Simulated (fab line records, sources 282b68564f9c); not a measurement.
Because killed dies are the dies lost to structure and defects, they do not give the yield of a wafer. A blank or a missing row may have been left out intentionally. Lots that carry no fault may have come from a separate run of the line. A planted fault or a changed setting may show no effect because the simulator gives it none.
Which tool is to blame? / flow ritCmos / 13 lots with 39 wafers sampled at 2 steps, on a route of 202 steps

== WHAT EACH GAUGE READ, for each wafer ==
RIT_NRETRO_TW_MEAS_10. Usual: NRETRO_TW 1054, standard deviation 7.8.
lot=L270; measured=day 2 07:09; on=filmMetro-04; NRETRO_TW=1054 1055 1052; flag=
lot=L271; measured=day 2 11:25; on=filmMetro-04; NRETRO_TW=1055 1052 1057; flag=
lot=L272; measured=day 2 16:28; on=filmMetro-04; NRETRO_TW=1058 1060 1060; flag=
lot=L273; measured=day 2 23:12; on=filmMetro-02; NRETRO_TW=1042 1041 1043; flag=
lot=L274; measured=day 3 02:35; on=filmMetro-04; NRETRO_TW=1068 1061 1058; flag=
lot=L275; measured=day 3 07:35; on=filmMetro-02; NRETRO_TW=1037 1040 1039; flag=
lot=L277; measured=day 3 21:05; on=filmMetro-03; NRETRO_TW=1091 1093 1090; flag=OFF
lot=L283; measured=day 5 01:26; on=filmMetro-03; NRETRO_TW=1090 1086 1081; flag=OFF
lot=L287; measured=day 5 19:46; on=filmMetro-03; NRETRO_TW=1053 1053 1053; flag=
lot=L288; measured=day 6 01:59; on=filmMetro-02; NRETRO_TW=1051 1042 1044; flag=
lot=L290; measured=day 6 09:26; on=filmMetro-03; NRETRO_TW=1061 1060 1069; flag=
lot=L291; measured=day 6 15:23; on=filmMetro-02; NRETRO_TW=1038 1045 1047; flag=
lot=L292; measured=day 6 21:41; on=filmMetro-03; NRETRO_TW=1066 1053 1062; flag=

== WHAT TOOL EACH LOT RAN ON (gives the tool, then ch and the chambers of the sampled wafers, and finally the start) ==
lot=L270; RIT_NRETRO_IMPLANT_08=implanter-04 ch 0, day 2 06:50
lot=L271; RIT_NRETRO_IMPLANT_08=implanter-02 ch 0, day 2 11:06
lot=L272; RIT_NRETRO_IMPLANT_08=implanter-02 ch 0, day 2 16:09
lot=L273; RIT_NRETRO_IMPLANT_08=implanter-02 ch 0, day 2 22:53
lot=L274; RIT_NRETRO_IMPLANT_08=implanter-03 ch 0, day 3 02:17
lot=L275; RIT_NRETRO_IMPLANT_08=implanter-02 ch 0, day 3 07:18
lot=L277; RIT_NRETRO_IMPLANT_08=implanter-03 ch 0, day 3 20:47
lot=L283; RIT_NRETRO_IMPLANT_08=implanter-03 ch 0, day 5 01:08
lot=L287; RIT_NRETRO_IMPLANT_08=implanter-02 ch 0, day 5 19:26
lot=L288; RIT_NRETRO_IMPLANT_08=implanter-04 ch 0, day 6 01:41
lot=L290; RIT_NRETRO_IMPLANT_08=implanter-02 ch 0, day 6 09:09
lot=L291; RIT_NRETRO_IMPLANT_08=implanter-04 ch 0, day 6 15:07
lot=L292; RIT_NRETRO_IMPLANT_08=implanter-02 ch 0, day 6 21:22
- RIT_NRETRO_IMPLANT_08

== WHAT THE TOOLS THEMSELVES READ (means of the sampled wafers that have a number; where no wafer has one, the mark that the record gives instead) ==
RIT_NRETRO_IMPLANT_08. Usual: beamEnergyKeV 69.994, standard deviation 0.02.
lot=L270 tool=implanter-04 beamEnergyKeV=70.026 flag=
lot=L271 tool=implanter-02 beamEnergyKeV=69.993 flag=
lot=L272 tool=implanter-02 beamEnergyKeV=70.018 flag=
lot=L273 tool=implanter-02 beamEnergyKeV=69.979 flag=
lot=L274 tool=implanter-03 beamEnergyKeV=69.986 flag=
lot=L275 tool=implanter-02 beamEnergyKeV=69.993 flag=
lot=L277 tool=implanter-03 beamEnergyKeV=79.085 flag=OFF
lot=L283 tool=implanter-03 beamEnergyKeV=79.102 flag=OFF
lot=L287 tool=implanter-02 beamEnergyKeV=69.998 flag=
lot=L288 tool=implanter-04 beamEnergyKeV=69.992 flag=
lot=L290 tool=implanter-02 beamEnergyKeV=69.988 flag=
lot=L291 tool=implanter-04 beamEnergyKeV=69.977 flag=
lot=L292 tool=implanter-02 beamEnergyKeV=70.011 flag=

== THE ANSWER, worked out from the rows above alone ==
Rule: a lot is off if the mean of its wafers that have a number lies more than 3 standard deviations from the usual mean. A lot without any number at a reading at which 4 lots or more have one is off too. All remaining lots with rows at the step are treated as sound. The gauges are gone through in route order, then the tools' own readings, and for those a lot's mean is taken as printed above. The first step at which some lot is off is used, and at that step the reading that is off furthest; a lot without a number counts as furthest.
Off: L277, L283, seen at RIT_NRETRO_TW_MEAS_10 (NRETRO_TW).
A tool fits if, at a process step before that reading, it ran every lot that is off, and no sound lot after the first of them. The gauges at RIT_NRETRO_TW_MEAS_10 aren't tried: what is off there is off at RIT_NRETRO_IMPLANT_08 too, on other tools, and a gauge's error can't cause that. One candidate fits, namely implanter-03 at RIT_NRETRO_IMPLANT_08. A fault onset in the window from L274 (day 3 02:17, its last sound lot) to L277 (day 3 20:47, its first lot off) fits.
The tool's own readings at RIT_NRETRO_IMPLANT_08 bear it out: on the lots that are off they differ by more than 5 times the standard deviation of the sound lots' means. beamEnergyKeV reads 79.094 there against 69.996 on the sound lots.

== WHAT WAS PUT IN BY THE SIMULATOR ==
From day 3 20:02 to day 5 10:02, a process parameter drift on implanter-03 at RIT_NRETRO_IMPLANT_08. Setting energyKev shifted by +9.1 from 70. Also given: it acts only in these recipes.
Lots struck among those shown: L277, L283. The same result came from the rule above.
